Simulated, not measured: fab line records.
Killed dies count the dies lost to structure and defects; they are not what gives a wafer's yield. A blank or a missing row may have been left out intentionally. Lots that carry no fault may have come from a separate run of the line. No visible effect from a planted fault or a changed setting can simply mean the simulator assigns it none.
A lot that was struck, set against a sound lot :: flow berkeley cmos170 :: 43 steps out of a route of 331
Sound: wafers L511.1, L511.2, L511.3. Wafers struck: L527.2, L527.3, L527.4. The cause comes at the end.
Per side, at each step with rows, come the tool, then ch with its chambers, and then its first start. Under that, the readings that differ: sound wafers :: struck wafers :: difference of the means :: sigmas: that difference in standard deviations of wafers without a fault.
alike: same words and numbers on both sides, and readings whose means sit less than 2 such deviations apart. not compared: any withheld reading, any reading some wafer has no value for, any bound like >300 that may hide the same value, and any number with overlapping values for which the record gives no deviation.
The two part at a step that has a row with sigmas, a row that says differs or no value, or rows on one side only. Non-overlapping numbers with no deviation appear without sigmas and do not part them. A reading missing from all wafers of one side parts the sides only when that side holds two or more wafers.

UCB170_SILICIDE_SPUTTER_01: material Ti, target thk 30 nm, time 25 s.
  sound: pvd sputter-03 at day 7 13:38; struck: pvd sputter-02 at day 11 17:32
  alike: throttle valve pct
UCB170_SILICIDE_RS_MEAS_02: uses a four-point probe to measure.
  sound: film metro-04 at day 7 13:40; struck: film metro-04 at day 11 17:35
  alike: SILICIDE_TI_RS
UCB170_SILICIDE_THK_MEAS_03: measures by xrf.
  sound: film metro-04 at day 7 13:47; struck: film metro-04 at day 11 17:42
  alike: SILICIDE_TI_THK
UCB170_SILICIDE_RTA_04: time 15 s.
  sound on rtp anneal-01 ch 0, day 7 13:51; struck on rtp anneal-01 ch 0, day 11 17:46
  alike: lamp power pct, wafer_temp_C_max
then, 3 steps without rows for these wafers: UCB170_SILICIDE_WET_ETCH_05 (etches Ti in SPM, time 45 s); UCB170_CONTACT_CLEAN_00 (cleans in SPM, time 600 s); UCB170_CONTACT_CVD_01 (deposits PSG from SiH4/O2/PH3, target thk 700 nm, time 2820 s).
UCB170_CONTACT_THK_MEAS_02:
  sound: film metro-01 at day 7 17:14; struck: film metro-04 at day 11 19:58
  alike: CONTACT_PSG_THK
then, 4 steps without rows for these wafers: UCB170_CONTACT_HMDS_03 (prime time 60 s); UCB170_CONTACT_COAT_04 (resist thk 900 nm); UCB170_CONTACT_SOFTBAKE_05 (time 60 s); UCB170_CONTACT_STRIP_06 (strips in O2).
UCB170_CONTACT_CLEAN_07: cleans in SPM, time 600 s.
  sound on wet bench-04 ch 1, day 7 17:51; struck on wet bench-04 ch 2, day 11 20:34
then, 7 steps without rows for these wafers: UCB170_CONTACT_RTA_08 (time 10 s); UCB170_CONTACT_COAT_09; UCB170_CONTACT_COAT_10 (resist thk 900 nm); UCB170_CONTACT_SOFTBAKE_11 (time 60 s); UCB170_CONTACT_EXPOSE_12 (exposes mask CONT, target cd 700 nm); UCB170_CONTACT_PEB_13; UCB170_CONTACT_DEVELOP_14 (develop time 45 s).
UCB170_CONTACT_CD_MEAS_15: target cd 700 nm.
  sound: cd sem-01 at day 7 20:14; struck: cd sem-01 at day 11 22:10
  alike: cd nm
UCB170_CONTACT_OVL_MEAS_16:
  sound: overlay-01 at day 7 20:22; struck: overlay-01 at day 11 22:16
  alike: CONTACT_OVL
then, 1 step without rows for these wafers: UCB170_CONTACT_ETCH_17 (etches BARC in N2/H2).
UCB170_CONTACT_ETCH_18: etches PSG in CHF3/CF4/Ar, stops on TiSi2, target depth 840 nm, time 195 s.
  sound on rie diel-02 ch 0,1,2; struck on rie diel-02 ch 0,1,3
  alike: drypump motor current A, oes product au, throttle valve pct
  not compared: rf hours counter h
then, 1 step without rows for these wafers: UCB170_CONTACT_STRIP_19 (strips in O2).
UCB170_CONTACT_CD_MEAS_90: target cd 700 nm.
  sound: cd sem-01 at day 7 20:40; struck: cd sem-02 at day 11 22:35
  alike: cd nm
then, 2 steps without rows for these wafers: UCB170_CONTACT_CLEAN_20 (cleans in SPM, time 600 s); UCB170_M1_SPUTTER_00 (material Al, target thk 600 nm, time 80 s).
UCB170_M1_RS_MEAS_01: uses a four-point probe to measure.
  sound: film metro-03 at day 7 23:25; struck: film metro-01 at day 11 22:58
  alike: M1_AL_RS
UCB170_M1_THK_MEAS_02: measures by xrf.
  sound: film metro-03 at day 7 23:32; struck: film metro-01 at day 11 23:04
  alike: M1_AL_THK
then, 6 steps without rows for these wafers: UCB170_M1_COAT_03; UCB170_M1_COAT_04 (resist thk 900 nm); UCB170_M1_SOFTBAKE_05 (time 60 s); UCB170_M1_EXPOSE_06 (exposes mask METAL1, target cd 700 nm); UCB170_M1_PEB_07; UCB170_M1_DEVELOP_08 (develop time 45 s).
UCB170_M1_CD_MEAS_09: target cd 700 nm.
  sound: cd sem-02 at day 8 01:19; struck: cd sem-02 at day 12 00:37
  alike: cd nm
UCB170_M1_OVL_MEAS_10:
  sound: overlay-02 at day 8 01:26; struck: overlay-02 at day 12 00:43
  alike: M1_OVL
UCB170_M1_ETCH_11: etches BARC in N2/H2.
  sound on rie diel-03 ch 1,2,3, day 8 01:28; struck on rie diel-04 ch 0,1,2, day 12 00:45
  alike: drypump motor current A, h2 flow sccm, oes product au, throttle valve pct
UCB170_M1_METAL_ETCH_12: etches Al in Cl2/BCl3, stops on PSG, target depth 780 nm, time 130 s.
  sound on rie metal-01 ch 0,1, day 8 01:31; struck on rie metal-02 ch 0,1, day 12 00:47
  alike: drypump motor current A, he backside leak sccm, oes product au, throttle valve pct
  not compared: rf hours counter h
then, 1 step without rows for these wafers: UCB170_M1_STRIP_13 (strips in O2).
UCB170_M1_CD_MEAS_90: target cd 700 nm.
  sound: cd sem-01 at day 8 01:45; struck: cd sem-01 at day 12 01:03
  alike: cd nm
UCB170_M3_PROBE_99:
  record: rows for the struck wafers here (prober-01, day 12 14:20), none for the sound ones

## WHERE THEY PART
Only at UCB170_M3_PROBE_99, as far as this record shows.

WHY: what the simulator had put in
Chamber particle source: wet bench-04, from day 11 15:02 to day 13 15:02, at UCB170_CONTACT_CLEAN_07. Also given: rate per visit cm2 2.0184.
